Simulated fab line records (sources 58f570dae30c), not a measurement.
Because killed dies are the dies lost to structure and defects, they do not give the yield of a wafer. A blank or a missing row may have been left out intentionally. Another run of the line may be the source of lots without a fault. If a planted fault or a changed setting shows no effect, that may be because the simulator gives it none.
Tool commonality check | flow berkeley-cmos170 | 14 lots, 48 wafers sampled

## WHY THIS WAS OPENED
Flagged at UCB170_ACTIVE_CD_MEAS_13: reading cd-nm, on 2 of 14 lots. Wafers without a fault read 1199.8 nm, standard deviation 1.3.
Rule: flag the lot when none of its wafers has a number, or when each of its wafers that has one lies beyond 4 standard deviations from that mean. The rest of the lots are taken to be sound.

lot  | measured    | on        | cd-nm (nm), wafer by wafer                | flag
L175 | day 5 01:53 | cd-sem-01 | 1200.7 1199.7 1200.5                      |
L177 | day 5 06:32 | cd-sem-01 | 1199.8 1199.3 1199.0                      |
L176 | day 5 06:46 | cd-sem-02 | 1198.2 1198.8 1197.7                      |
L179 | day 5 18:38 | cd-sem-01 | 1201.0 1202.2 1200.7                      |
L178 | day 5 18:45 | cd-sem-02 | 1199.3 1200.1 1201.5                      |
L180 | day 6 03:31 | cd-sem-02 | 1199.1 1199.2 1200.0                      |
L181 | day 6 04:07 | cd-sem-02 | 1199.7 1200.2 1201.3                      |
L186 | day 7 13:10 | cd-sem-01 | 1198.4 1196.2 1196.3                      |
L188 | day 7 19:08 | cd-sem-02 | 1245.4 1245.9 1245.8 1245.6 1246.3 1245.4 | FLAGGED
L190 | day 8 11:14 | cd-sem-02 | 1237.1 1237.8 1238.2 1237.1 1238.0 1238.1 | FLAGGED
L191 | day 8 18:41 | cd-sem-01 | 1199.7 1198.5 1199.1                      |
L194 | day 8 23:05 | cd-sem-02 | 1200.0 1199.5 1200.4                      |
L193 | day 8 23:22 | cd-sem-02 | 1201.0 1200.8 1200.3                      |
L197 | day 9 18:39 | cd-sem-01 | 1201.7 1199.8 1200.3                      |
The numbers of the flagged lots are 1241.7 nm on average: +41.9 nm against the usual, or +32 standard deviations.

## LOT BY LOT: THE TOOL USED
The record keeps 1 process step preceding the reading, out of 331 steps on the route. Every cell lists first the tool, next ch and the chambers used by the sampled wafers, and last the start.
lot  | flag    | UCB170_ACTIVE_EXPOSE_10
L175 |         | krf-scanner-01 ch 0, day 5 01:20
L177 |         | krf-scanner-01 ch 0, day 5 05:58
L176 |         | krf-scanner-02 ch 0, day 5 06:14
L179 |         | krf-scanner-01 ch 0, day 5 17:38
L178 |         | krf-scanner-01 ch 0, day 5 17:45
L180 |         | krf-scanner-01 ch 0, day 6 03:08
L181 |         | krf-scanner-01 ch 0, day 6 03:44
L186 |         | krf-scanner-01 ch 0, day 7 12:01
L188 | FLAGGED | krf-scanner-02 ch 0, day 7 18:42
L190 | FLAGGED | krf-scanner-02 ch 0, day 8 10:50
L191 |         | krf-scanner-01 ch 0, day 8 18:16
L194 |         | krf-scanner-01 ch 0, day 8 22:42
L193 |         | krf-scanner-01 ch 0, day 8 22:49
L197 |         | krf-scanner-01 ch 0, day 9 18:13
These steps, and what they do:
- UCB170_ACTIVE_EXPOSE_10: exposes mask ACTIVE, target cd 1200 nm.
- UCB170_ACTIVE_CD_MEAS_13: target cd 1200 nm.

## FLAGGED OVER TOTAL, TOOL BY TOOL (the gauges that took the reading come last)
step                     | tool           | lots run | flagged | share of the flagged lots | sound lots run after its first flagged lot
UCB170_ACTIVE_EXPOSE_10  | krf-scanner-01 | 11       | 0       | none                      | -
UCB170_ACTIVE_EXPOSE_10  | krf-scanner-02 | 3        | 2       | all                       | 0
UCB170_ACTIVE_CD_MEAS_13 | cd-sem-01      | 6        | 0       | none                      | -
UCB170_ACTIVE_CD_MEAS_13 | cd-sem-02      | 8        | 2       | all                       | 2 (L194,L193)

## WHAT THE TABLE ALLOWS
2 rows of the table ran every flagged lot: krf-scanner-02 at UCB170_ACTIVE_EXPOSE_10, cd-sem-02 at UCB170_ACTIVE_CD_MEAS_13.
- krf-scanner-02 at UCB170_ACTIVE_EXPOSE_10: 2 of its 3 lots flagged. Last sound lot L176 at day 5 06:14, first flagged lot L188 at day 7 18:42; a fault beginning in between fits. Its own readings lie more than 4 standard deviations out on every wafer of the flagged lots: exposure-dose-mJ-cm2.
- cd-sem-02 at UCB170_ACTIVE_CD_MEAS_13: 2 of its 8 lots flagged. Sound lots followed the first flagged one (L194, L193) on it, something a lasting fault affecting the whole tool could not allow.
What remains is a single tool, krf-scanner-02 at UCB170_ACTIVE_EXPOSE_10.

## WHAT THE SIMULATOR HAD INSERTED
Process parameters drifting: krf-scanner-02 at UCB170_ACTIVE_EXPOSE_10, beginning at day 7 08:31. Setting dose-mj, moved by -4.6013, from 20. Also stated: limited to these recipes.
Shown lots that were struck: L188, L190. The rule given above showed the same thing.
